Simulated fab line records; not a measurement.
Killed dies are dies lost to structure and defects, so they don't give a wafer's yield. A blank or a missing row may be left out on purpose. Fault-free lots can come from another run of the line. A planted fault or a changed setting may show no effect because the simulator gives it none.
Comparing a struck lot with a sound one + flow berkeley-cmos170 + 17 steps out of a route of 331
Sound: the wafers L178.2, L178.3, L178.5. Struck: wafer L192.5 (left out: L192.1, L192.3 of the same lot, which were not struck); the cause appears at the end.
Each step with rows lists, per side, the tool, then ch with its chambers, then its first start. Under that, the readings that differ: sound wafers + struck wafers + difference of the means + sigmas: that difference in standard deviations of wafers without a fault.
alike: a reading whose means differ by less than 2 such deviations, as well as words and numbers matching on both sides. not compared: withheld readings; readings where some wafer has no value; bounds like >300 that might hide an equal value; numbers whose values overlap and for which the record gives no deviation.
A row with sigmas, a row that says differs or no value, or rows on one side alone: a step with any of these is where the two part. Numbers that have no deviation but don't overlap get no sigmas and don't part them. A reading missing from all wafers of one side parts the sides only when that side holds two or more wafers.

first, 1 step without rows for these wafers: UCB170_M3_SOFTBAKE_06 (time 60 s).
UCB170_M3_STRIP_07: strips in O2.
  sound on plasma-asher-01 ch 0,1, day 7 13:53; struck on plasma-asher-01 ch 0, day 11 02:47
| reading                      | sound             | struck | difference | sigmas |
|------------------------------|-------------------|--------|------------|--------|
| strip-time-to-endpoint-s (s) | 22.04 21.96 22.00 | 21.85  | -0.15      | -3     |
  alike: drypump-motor-current-A, oes-product-au
  not compared: rf-hours-counter-h
then, 7 steps without rows for these wafers: UCB170_M3_STRIP_08 (strips KrF in DMSO, time 600 s); UCB170_M3_COAT_09; UCB170_M3_COAT_10 (resist thk 900 nm); UCB170_M3_SOFTBAKE_11 (time 60 s); UCB170_M3_EXPOSE_12 (exposes mask METAL3, target cd 700 nm); UCB170_M3_PEB_13; UCB170_M3_DEVELOP_14 (develop time 45 s).
UCB170_M3_CD_MEAS_15: the cd target is 700 nm.
  sound: cd-sem-01 at day 7 17:40; struck: cd-sem-01 at day 11 04:38
  alike: cd-nm
UCB170_M3_OVL_MEAS_16:
  sound: overlay-02 at day 7 17:46; struck: overlay-02 at day 11 04:46
  alike: M3_OVL
UCB170_M3_ETCH_17: etches BARC in N2/H2.
  sound on rie-diel-04 ch 1,3, day 7 17:48; struck on rie-diel-03 ch 2, day 11 04:48
  alike: drypump-motor-current-A, oes-product-au, throttle-valve-pct
UCB170_M3_METAL_ETCH_18: etches Al in Cl2/BCl3, stops on SiO2, target depth 1170 nm, time 195 s.
  sound on rie-metal-01 ch 0,1, day 7 17:50; struck on rie-metal-01 ch 1, day 11 04:50
| reading                             | sound             | struck | difference | sigmas |
|-------------------------------------|-------------------|--------|------------|--------|
| oes-product-au (a.u.)               | 0.857 0.858 0.857 | 0.711  | -0.146     | -11    |
| model.M3.feature-depth-nm (nm)      | 964.8 950.1 963.5 | 619.6  | -339.9     |        |
| model.KrF_of_M3_COAT_10.thk-nm (nm) | 198.5 233.8 195.5 | 532    | +323       |        |
| model.etch.depth-nm (nm)            | 906.5 895.5 905.2 | 619.6  | -282.8     |        |
  alike: drypump-motor-current-A, throttle-valve-pct
  not compared: rf-hours-counter-h
UCB170_M3_STRIP_19: strips in O2.
  sound on plasma-asher-03 ch 0,1, day 7 18:02; struck on plasma-asher-01 ch 1, day 11 05:02
| reading               | sound             | struck | difference | sigmas |
|-----------------------|-------------------|--------|------------|--------|
| oes-product-au (a.u.) | 0.529 0.561 0.530 | 0.717  | +0.177     | +10    |
  alike: drypump-motor-current-A
  not compared: rf-hours-counter-h
UCB170_M3_CD_MEAS_90: the cd target is 700 nm.
  sound: cd-sem-01 at day 7 18:09; struck: cd-sem-02 at day 11 05:08
| reading    | sound       | struck | difference | sigmas |
|------------|-------------|--------|------------|--------|
| cd-nm (nm) | 696 699 697 | 727    | +30        | +7     |
UCB170_M3_BOW_MEAS_20:
  sound: film-metro-03 at day 7 18:16; struck: film-metro-02 at day 11 05:15
  alike: M3_BOW
UCB170_M3_PROBE_99:
  sound: prober-01 at day 7 18:26; struck: prober-01 at day 11 05:34
| reading                           | sound | struck | difference | sigmas |
|-----------------------------------|-------|--------|------------|--------|
| model.etest.antenna-m2.short      | 0 0 0 | 1      | +1         |        |
| model.etest.antenna-m3.over-limit | 0 0 0 | 1      | +1         |        |
| model.etest.antenna-m3.short      | 0 0 0 | 1      | +1         |        |
| model.etest.antenna-m2.over-limit | 0 0 0 | 1      | +1         |        |

WHERE THEY PART
Earliest at UCB170_M3_STRIP_07; latest, in this record, at UCB170_M3_CD_MEAS_90. Later steps at which nothing parts them and some readings are alike: UCB170_M3_BOW_MEAS_20.

WHY: what the simulator had put in
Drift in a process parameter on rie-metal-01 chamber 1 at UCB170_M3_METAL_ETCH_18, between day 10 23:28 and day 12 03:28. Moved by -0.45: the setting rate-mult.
